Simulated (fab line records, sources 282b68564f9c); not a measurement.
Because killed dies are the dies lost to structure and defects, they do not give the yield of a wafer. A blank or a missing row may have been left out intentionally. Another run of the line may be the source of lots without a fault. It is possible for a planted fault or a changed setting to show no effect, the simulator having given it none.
Struck lot and sound lot, side by side + flow rit cmos + 39 out of 202 route steps
Sound: the wafers L184.3, L184.4, L184.5. Struck: wafers L186.1, L186.2, L186.3. The cause is named last.
Order at every step that has rows: each side's tool, ch and its chambers, its first start. Under that, the readings that differ: sound wafers + struck wafers + difference of the means + sigmas: that difference in standard deviations of wafers without a fault.
alike: readings whose means differ by less than 2 such deviations, and words and numbers that are the same on both sides. not compared: withheld readings, readings that some wafer has no value for, bounds like >300 that may hide the same value, and numbers for which the record gives no deviation and whose values overlap.
Wherever a step has rows on one side only, a row that says differs or no value, or a row with sigmas, the two part there. Non-overlapping numbers with no deviation appear without sigmas and do not part them. Lack of a reading on every wafer of one side parts them only where that side has two or more wafers.

first, 3 steps without rows for these wafers: RIT_GATE_EXPOSE_13 (exposes mask M6, target cd 150 nm); RIT_GATE_PEB_14; RIT_GATE_DEVELOP_15 (develop time 50 s).
RIT_GATE_CD_MEAS_16 targets a cd of 150 nm.
  sound: cd sem-01 at day 4 03:41; struck: cd sem-01 at day 4 09:46
  alike: cd nm
RIT_GATE_OVL_MEAS_17:
  sound: overlay-02 at day 4 03:47; struck: overlay-01 at day 4 09:53
  alike: GATE_OVL
then, 1 step without rows for these wafers: RIT_GATE_HARDBAKE_18 (time 60 s).
RIT_GATE_ETCH_19: etches poly-Si in SF6/CHF3/O2, stops on SiO2, time 165 s, target depth 312.5 nm.
  sound on rie si-01 ch 0,1,2, day 4 04:04; struck on rie si-01 ch 0,1,3, day 4 10:13
  alike: O2_flow_sccm, drypump motor current A, oes product au, throttle valve pct
  not compared: rf hours counter h
RIT_GATE_STRIP_20: strips in O2, time 180 s.
  sound on plasma asher-04 ch 0,1, day 4 04:14; struck on plasma asher-04 ch 0,1, day 4 10:19
  alike: drypump motor current A, o2 flow sccm
  not compared: rf hours counter h
RIT_GATE_CD_MEAS_90 targets a cd of 150 nm.
  sound: cd sem-01 at day 4 04:23; struck: cd sem-01 at day 4 10:30
  alike: cd nm
then, 3 steps without rows for these wafers: RIT_REOX_CLEAN_00 (cleans in SC1, time 600 s); RIT_REOX_CLEAN_01 (cleans in dHF, time 30 s); RIT_REOX_CLEAN_02 (cleans in SC2, time 600 s).
RIT_REOX_OXIDATION_03: target thk 25.2 nm, ox time 5580 s.
  sound on furnace-02 ch 0, day 4 04:52; struck on furnace-02 ch 0, day 4 11:43
| reading                                     | sound             | struck               | difference | sigmas      |
|---------------------------------------------|-------------------|----------------------|------------|-------------|
| spike tc centre C (C)                       | 900.5 901.0 901.6 | 910.3 908.5 909.0    | +8.2       | +5          |
| spike tc source C (C)                       | 923.1 921.2 921.8 | 928.9 930.4 930.7    | +8.0       | +6          |
| tube center temp C (C)                      | 900.05 900.06 900 | 908.16 908.03 908.03 | +8.04      | +99 or more |
| tube_center_temp_C_max                      | 902.0 902.5 902.1 | 910.5 910.9 910.0    | +8.3       | +20         |
| model.SiO2_of_REOX_OXIDATION_03.thk nm (nm) | 25.24 25.07 25.19 | 26.73 26.8 26.83     | +1.62      |             |
RIT_REOX_THK_MEAS_04:
  sound: film metro-02 at day 4 07:26; struck: film metro-02 at day 4 14:16
| reading             | sound          | struck         | difference | sigmas |
|---------------------|----------------|----------------|------------|--------|
| REOX_OXIDE_THK (nm) | 25.2 25.1 25.2 | 26.7 26.7 26.8 | +1.6       | +3     |
then, 6 steps without rows for these wafers: RIT_NLDD_HMDS_00 (prime time 60 s); RIT_NLDD_COAT_01 (resist thk 1000 nm); RIT_NLDD_SOFTBAKE_02 (time 60 s); RIT_NLDD_EXPOSE_03 (exposes mask M7, target cd 40700 nm); RIT_NLDD_PEB_04; RIT_NLDD_DEVELOP_05 (develop time 50 s).
RIT_NLDD_OVL_MEAS_06:
  sound: overlay-01 at day 4 08:20; struck: overlay-02 at day 4 16:54
| reading       | sound         | struck         | difference | sigmas |
|---------------|---------------|----------------|------------|--------|
| NLDD_OVL (nm) | 0.8 -0.8 -1.0 | -3.8 -2.7 -3.4 | -3.0       | -2     |
then, 2 steps without rows for these wafers: RIT_NLDD_HARDBAKE_07 (time 60 s); RIT_NLDD_IMPLANT_08.
RIT_NLDD_STRIP_09: strips in O2, time 180 s.
  sound on plasma asher-04 ch 0,1, day 4 08:43; struck on plasma asher-03 ch 0,1, day 4 17:14
  alike: drypump motor current A, o2 flow sccm
  not compared: rf hours counter h
RIT_NLDD_TW_MEAS_10:
  sound: film metro-02 at day 4 08:52; struck: film metro-02 at day 4 17:25
  alike: NLDD_TW
then, 6 steps without rows for these wafers: RIT_PLDD_HMDS_00 (prime time 60 s); RIT_PLDD_COAT_01 (resist thk 1000 nm); RIT_PLDD_SOFTBAKE_02 (time 60 s); RIT_PLDD_EXPOSE_03 (exposes mask M8, target cd 40900 nm); RIT_PLDD_PEB_04; RIT_PLDD_DEVELOP_05 (develop time 50 s).
RIT_PLDD_OVL_MEAS_06:
  sound: overlay-02 at day 4 09:53; struck: overlay-01 at day 4 18:27
  alike: PLDD_OVL
then, 2 steps without rows for these wafers: RIT_PLDD_HARDBAKE_07 (time 60 s); RIT_PLDD_IMPLANT_08.
RIT_PLDD_STRIP_09: strips in O2, time 180 s.
  sound on plasma asher-02 ch 0,1, day 4 10:16; struck on plasma asher-01 ch 0,1, day 4 18:47
  alike: drypump motor current A, o2 flow sccm
  not compared: rf hours counter h
RIT_PLDD_TW_MEAS_10:
  sound: film metro-01 at day 4 10:24; struck: film metro-01 at day 4 18:58
  alike: PLDD_TW
RIT_SPACER_CLEAN_00: cleans in SC1, time 600 s.
  sound on wet bench-01 ch 2, day 4 10:26; struck on wet bench-03 ch 2, day 4 19:01
| reading                                     | sound             | struck            | difference | sigmas |
|---------------------------------------------|-------------------|-------------------|------------|--------|
| model.SiO2_of_REOX_OXIDATION_03.thk nm (nm) | 23.33 23.17 23.27 | 24.68 24.74 24.78 | +1.48      |        |
then, 1 step without rows for these wafers: RIT_SPACER_CLEAN_01 (cleans in dHF, time 30 s).
RIT_M1_PROBE_99:
  sound: prober-01 at day 5 01:02; struck: prober-01 at day 5 08:11
| reading                             | sound             | struck            | difference | sigmas |
|-------------------------------------|-------------------|-------------------|------------|--------|
| model.etest.pmos turned.r on ohm um | 3753 3691 3703    | 3826 3901 3865    | +148       |        |
| model.etest.pldd.rs ohm sq          | 524.1 516.6 526.5 | 584.2 594.5 591.1 | +67.5      |        |
| model.etest.nmos_0p15.r on ohm um   | 1171 1160 1157    | 1237 1200 1207    | +52        |        |
| model.etest.nmos turned.drive ua um | 314.9 314 317.1   | 270.9 274.6 271.8 | -42.9      |        |
| model.etest.nldd.rs ohm sq          | 364 361.5 363.7   | 413.5 412.7 416.4 | +51.1      |        |
  alike: killed_at_M0_to_M3, killed at contacts, killed at front end, killed dies, killed open, killed short
  not compared: model.etest.pmos_0p3.r on ohm um, model.etest.pmos_0p15.r on ohm um, model.etest.nmos_0p3.r on ohm um

== WHERE THEY PART ==
Earliest at RIT_REOX_OXIDATION_03; latest, in this record, at RIT_NLDD_OVL_MEAS_06. Later steps at which nothing parts them and some readings are alike: RIT_NLDD_STRIP_09, RIT_NLDD_TW_MEAS_10, RIT_PLDD_OVL_MEAS_06, RIT_PLDD_STRIP_09, RIT_PLDD_TW_MEAS_10, RIT_M1_PROBE_99.

WHY: the cause the simulator had injected
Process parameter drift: furnace-02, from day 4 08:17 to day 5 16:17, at RIT_REOX_OXIDATION_03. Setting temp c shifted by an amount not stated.
